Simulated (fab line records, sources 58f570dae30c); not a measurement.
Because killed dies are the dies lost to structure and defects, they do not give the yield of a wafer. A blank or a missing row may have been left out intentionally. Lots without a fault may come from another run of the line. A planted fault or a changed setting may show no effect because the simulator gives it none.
Comparing a struck lot with a sound one + flow berkeley cmos170 + 15 out of 331 route steps
Sound: the wafers L291.1, L291.2, L291.6. Struck: wafers L302.2, L302.5, L302.6. The cause is given at the end.
Order at every step that has rows: each side's tool, ch and its chambers, its first start. Under that, the readings that differ: sound wafers + struck wafers + difference of the means + sigmas: that difference in standard deviations of wafers without a fault.
alike: readings with means less than 2 such deviations apart, plus words and numbers identical on both sides. not compared: withheld readings, readings lacking a value on some wafer, bounds such as >300 that could conceal the same value, and numbers that have no deviation in the record and whose values overlap.
A row with sigmas, a row that says differs or no value, or rows on one side alone: a step with any of these is where the two part. Numbers that don't overlap but have no deviation are shown without sigmas and don't part them. Lack of a reading on every wafer of one side parts them only where that side has two or more wafers.

UCB170_PWELL_THK_MEAS_03:
  struck on film metro-04, day 7 02:32; sound on film metro-01, day 4 15:04
  alike: PWELL_OXIDE_THK
then, 2 steps without rows for these wafers: UCB170_PWELL_ANNEAL_04 (time 900 s); UCB170_PWELL_CVD_05 (deposits Si3N4 from SiH2Cl2/NH3, target thk 220 nm, time 3300 s).
UCB170_PWELL_THK_MEAS_06:
  struck on film metro-04, day 7 09:38; sound on film metro-03, day 4 21:08
| reading                | sound             | struck            | difference | sigmas |
|------------------------|-------------------|-------------------|------------|--------|
| PWELL_NITRIDE_THK (nm) | 217.7 216.8 218.1 | 220.1 223.5 221.5 | +4.2       | +2     |
then, 6 steps without rows for these wafers: UCB170_PWELL_HMDS_07 (prime time 60 s); UCB170_PWELL_COAT_08 (resist thk 900 nm); UCB170_PWELL_SOFTBAKE_09 (time 60 s); UCB170_PWELL_EXPOSE_10 (exposes mask PWELL, target cd 3000 nm); UCB170_PWELL_PEB_11; UCB170_PWELL_DEVELOP_12 (develop time 45 s).
UCB170_PWELL_OVL_MEAS_13:
  struck on overlay-02, day 7 10:40; sound on overlay-02, day 4 22:25
  alike: PWELL_OVL
UCB170_PWELL_ETCH_14: etches Si3N4 in CH3F/Ar/O2, stops on SiO2, target depth 242 nm, time 151 s.
  sound on rie diel-04 ch 0,2,3, day 4 22:27; struck on rie diel-02 ch 2,3, day 7 10:41
  alike: drypump motor current A, mfc ar sccm, oes product au, throttle valve pct
  not compared: rf hours counter h
UCB170_PWELL_IMPLANT_15:
  sound on implanter-04 ch 0, day 4 22:33; struck on implanter-04 ch 0, day 7 10:49
| reading       | sound                         | struck                       | difference | sigmas |
|---------------|-------------------------------|------------------------------|------------|--------|
| dose ions cm2 | 4.991e+12 4.997e+12 5.009e+12 | 4.92e+12 4.936e+12 4.935e+12 | -6.87e+10  | -13    |
  alike: faraday current uA
UCB170_PWELL_STRIP_16: strips in O2.
  sound on plasma asher-01 ch 0,1, day 4 22:42; struck on plasma asher-03 ch 0,1, day 7 10:56
  alike: drypump motor current A, oes product au, strip time to endpoint s
  not compared: rf hours counter h
UCB170_M3_PROBE_99:
  rows exist in the record for the sound wafers here (prober-01, day 10 01:25), none for the struck ones

## WHERE THEY PART
Earliest at UCB170_PWELL_THK_MEAS_06; latest, in this record, at UCB170_M3_PROBE_99.

WHY: the cause the simulator had injected
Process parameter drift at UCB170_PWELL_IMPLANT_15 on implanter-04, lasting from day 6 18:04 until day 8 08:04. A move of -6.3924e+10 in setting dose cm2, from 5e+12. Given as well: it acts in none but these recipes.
